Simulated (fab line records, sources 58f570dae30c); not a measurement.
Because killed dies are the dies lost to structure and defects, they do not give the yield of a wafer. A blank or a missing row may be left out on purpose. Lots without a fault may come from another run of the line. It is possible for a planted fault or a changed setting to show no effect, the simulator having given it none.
Which tool is to blame? / flow berkeleyCmos170 / 39 wafers from 13 lots sampled at 5 of the route's 331 steps

== WHAT THE GAUGES READ, wafer by wafer ==
UCB170_FIELD_THK_MEAS_90. Usual: FIELD_OXIDE_LEFT_1_THK gives 441 nm (standard deviation 11).
lot=L103; measured=day 6 01:10; on=filmMetro-02; FIELD_OXIDE_LEFT_1_THK (nm)=451 452 463; flag=
lot=L101; measured=day 6 01:13; on=filmMetro-02; FIELD_OXIDE_LEFT_1_THK (nm)=445 443 429; flag=
lot=L105; measured=day 6 18:52; on=filmMetro-04; FIELD_OXIDE_LEFT_1_THK (nm)=430 428 429; flag=
lot=L108; measured=day 7 07:02; on=filmMetro-03; FIELD_OXIDE_LEFT_1_THK (nm)=454 446 444; flag=
lot=L109; measured=day 7 16:58; on=filmMetro-04; FIELD_OXIDE_LEFT_1_THK (nm)=438 438 434; flag=
lot=L110; measured=day 7 16:59; on=filmMetro-02; FIELD_OXIDE_LEFT_1_THK (nm)=431 424 433; flag=
lot=L111; measured=day 7 23:55; on=filmMetro-03; FIELD_OXIDE_LEFT_1_THK (nm)=461 459 458; flag=
lot=L116; measured=day 8 16:40; on=filmMetro-04; FIELD_OXIDE_LEFT_1_THK (nm)=465 452 453; flag=
lot=L118; measured=day 9 06:27; on=filmMetro-03; FIELD_OXIDE_LEFT_1_THK (nm)=426 414 423; flag=
lot=L120; measured=day 9 21:07; on=filmMetro-03; FIELD_OXIDE_LEFT_1_THK (nm)=421 423 426; flag=
lot=L121; measured=day 10 07:40; on=filmMetro-02; FIELD_OXIDE_LEFT_1_THK (nm)=434 439 426; flag=
lot=L122; measured=day 10 07:40; on=filmMetro-04; FIELD_OXIDE_LEFT_1_THK (nm)=438 441 442; flag=
lot=L123; measured=day 10 07:43; on=filmMetro-02; FIELD_OXIDE_LEFT_1_THK (nm)=461 443 452; flag=

UCB170_NVT_TW_MEAS_09. Usual: NVT_TW gives 523.6 (standard deviation 2.9).
lot=L103; measured=day 6 21:58; on=filmMetro-03; NVT_TW=523.7 523.3 527.7; flag=
lot=L101; measured=day 6 22:23; on=filmMetro-03; NVT_TW=524.0 525.6 526.6; flag=
lot=L105; measured=day 7 11:32; on=filmMetro-04; NVT_TW=523.5 520.4 522.2; flag=
lot=L108; measured=day 7 22:43; on=filmMetro-04; NVT_TW=521.1 525.2 522.2; flag=
lot=L109; measured=day 8 11:26; on=filmMetro-03; NVT_TW=526.3 526.7 527.2; flag=
lot=L110; measured=day 8 11:33; on=filmMetro-01; NVT_TW=522.7 524.6 524.1; flag=
lot=L111; measured=day 8 16:10; on=filmMetro-01; NVT_TW=521.5 522.3 522.8; flag=
lot=L116; measured=day 9 15:48; on=filmMetro-03; NVT_TW=529.6 525.7 529.5; flag=
lot=L118; measured=day 9 22:23; on=filmMetro-04; NVT_TW=523.9 523.0 523.1; flag=
lot=L120; measured=day 10 12:56; on=filmMetro-04; NVT_TW=522.8 522.4 521.4; flag=
lot=L121; measured=day 11 00:26; on=filmMetro-01; NVT_TW=525.1 526.5 524.0; flag=
lot=L122; measured=day 11 00:19; on=filmMetro-04; NVT_TW=520.9 519.6 521.5; flag=
lot=L123; measured=day 11 00:04; on=filmMetro-04; NVT_TW=521.9 522.7 520.0; flag=

UCB170_GATE_THK_MEAS_02. Usual: GATE_OXIDE_THK gives 6.61 nm (standard deviation 0.12).
lot=L103; measured=day 7 04:16; on=filmMetro-01; GATE_OXIDE_THK (nm)=6.66 6.68 6.62; flag=
lot=L101; measured=day 7 04:16; on=filmMetro-02; GATE_OXIDE_THK (nm)=6.66 6.80 6.68; flag=
lot=L105; measured=day 7 18:59; on=filmMetro-04; GATE_OXIDE_THK (nm)=6.81 6.68 6.79; flag=
lot=L108; measured=day 8 07:34; on=filmMetro-01; GATE_OXIDE_THK (nm)=6.43 6.37 6.38; flag=
lot=L109; measured=day 8 19:57; on=filmMetro-01; GATE_OXIDE_THK (nm)=6.74 6.63 6.59; flag=
lot=L110; measured=day 8 19:58; on=filmMetro-04; GATE_OXIDE_THK (nm)=6.58 6.76 6.65; flag=
lot=L111; measured=day 9 04:04; on=filmMetro-04; GATE_OXIDE_THK (nm)=6.91 6.75 6.76; flag=
lot=L116; measured=day 9 23:11; on=filmMetro-01; GATE_OXIDE_THK (nm)=6.74 6.67 6.70; flag=
lot=L118; measured=day 10 04:22; on=filmMetro-02; GATE_OXIDE_THK (nm)=6.43 6.40 6.40; flag=
lot=L120; measured=day 10 18:40; on=filmMetro-04; GATE_OXIDE_THK (nm)=6.71 6.46 6.53; flag=
lot=L121; measured=day 11 08:32; on=filmMetro-01; GATE_OXIDE_THK (nm)=6.62 6.65 6.61; flag=
lot=L122; measured=day 11 08:37; on=filmMetro-04; GATE_OXIDE_THK (nm)=6.60 6.51 6.53; flag=
lot=L123; measured=day 11 08:32; on=filmMetro-04; GATE_OXIDE_THK (nm)=6.63 6.67 6.67; flag=

UCB170_GATE_CD_MEAS_12 targets a cd of 350 nm. Usual: cdNm 350.1 nm, standard deviation 1.4.
lot=L103; measured=day 7 12:34; on=cdSem-01; cdNm (nm)=348.4 347.1 349.7; flag=
lot=L101; measured=day 7 12:18; on=cdSem-01; cdNm (nm)=352.4 352.6 352.3; flag=
lot=L105; measured=day 8 03:34; on=cdSem-02; cdNm (nm)=348.3 348.8 348.7; flag=
lot=L108; measured=day 8 15:34; on=cdSem-02; cdNm (nm)=373.2 375.6 375.6; flag=OFF
lot=L109; measured=day 9 06:25; on=cdSem-01; cdNm (nm)=352.9 351.2 353.1; flag=
lot=L110; measured=day 9 06:41; on=cdSem-02; cdNm (nm)=350.5 349.2 349.7; flag=
lot=L111; measured=day 9 17:32; on=cdSem-01; cdNm (nm)=351.5 350.2 351.5; flag=
lot=L116; measured=day 10 05:56; on=cdSem-02; cdNm (nm)=350.3 350.8 349.0; flag=
lot=L118; measured=day 10 12:47; on=cdSem-01; cdNm (nm)=350.4 350.6 350.6; flag=
lot=L120; measured=day 11 01:10; on=cdSem-01; cdNm (nm)=350.9 348.7 349.1; flag=
lot=L121; measured=day 11 16:56; on=cdSem-02; cdNm (nm)=349.6 347.9 349.8; flag=
lot=L122; measured=day 11 16:43; on=cdSem-02; cdNm (nm)=350.1 350.8 351.1; flag=
lot=L123; measured=day 11 16:20; on=cdSem-02; cdNm (nm)=346.8 348.3 348.5; flag=

== EACH LOT AND THE TOOL THAT RAN IT (in order: tool; ch and the chambers of the sampled wafers; start) ==
lot=L103; UCB170_GATE_EXPOSE_09=krfScanner-01 ch 0, day 7 11:35
lot=L101; UCB170_GATE_EXPOSE_09=krfScanner-01 ch 0, day 7 11:22
lot=L105; UCB170_GATE_EXPOSE_09=krfScanner-02 ch 0, day 8 03:10
lot=L108; UCB170_GATE_EXPOSE_09=krfScanner-01 ch 0, day 8 14:50
lot=L109; UCB170_GATE_EXPOSE_09=krfScanner-02 ch 0, day 9 06:01
lot=L110; UCB170_GATE_EXPOSE_09=krfScanner-01 ch 0, day 9 06:18
lot=L111; UCB170_GATE_EXPOSE_09=krfScanner-01 ch 0, day 9 16:32
lot=L116; UCB170_GATE_EXPOSE_09=krfScanner-01 ch 0, day 10 05:23
lot=L118; UCB170_GATE_EXPOSE_09=krfScanner-02 ch 0, day 10 12:24
lot=L120; UCB170_GATE_EXPOSE_09=krfScanner-01 ch 0, day 11 00:44
lot=L121; UCB170_GATE_EXPOSE_09=krfScanner-01 ch 0, day 11 16:32
lot=L122; UCB170_GATE_EXPOSE_09=krfScanner-02 ch 0, day 11 16:19
lot=L123; UCB170_GATE_EXPOSE_09=krfScanner-01 ch 0, day 11 15:56
- UCB170_GATE_EXPOSE_09: exposes mask POLY, target cd 350 nm.

== WHAT THE TOOLS THEMSELVES READ (means of the sampled wafers that have a number; where no wafer has one, the mark that the record gives instead) ==
The record holds no such reading with a usual standard deviation.

== THE ANSWER, worked out from the rows above alone ==
Rule: a lot is off if the mean of its wafers that have a number lies more than 3 standard deviations from the usual mean. Also off: a lot with no number at a reading for which 4 or more lots have one. Where the step has rows for the other lots, those lots are counted as sound. After the gauges, taken in route order, come the tools' own readings; for these a lot's mean is taken, as printed above. At the first step where some lot is off, the reading lying furthest off is the one used; lots without a number count as furthest.
Off: L108, at UCB170_GATE_CD_MEAS_12 (cdNm).
A tool fits if, at a process step before that reading, it ran every lot that is off, and no sound lot after the first of them. Those tools and the gauges at UCB170_GATE_CD_MEAS_12 are tried in the same way. No candidate that was tried fits.

== WHAT HAD BEEN PUT IN BY THE SIMULATOR ==
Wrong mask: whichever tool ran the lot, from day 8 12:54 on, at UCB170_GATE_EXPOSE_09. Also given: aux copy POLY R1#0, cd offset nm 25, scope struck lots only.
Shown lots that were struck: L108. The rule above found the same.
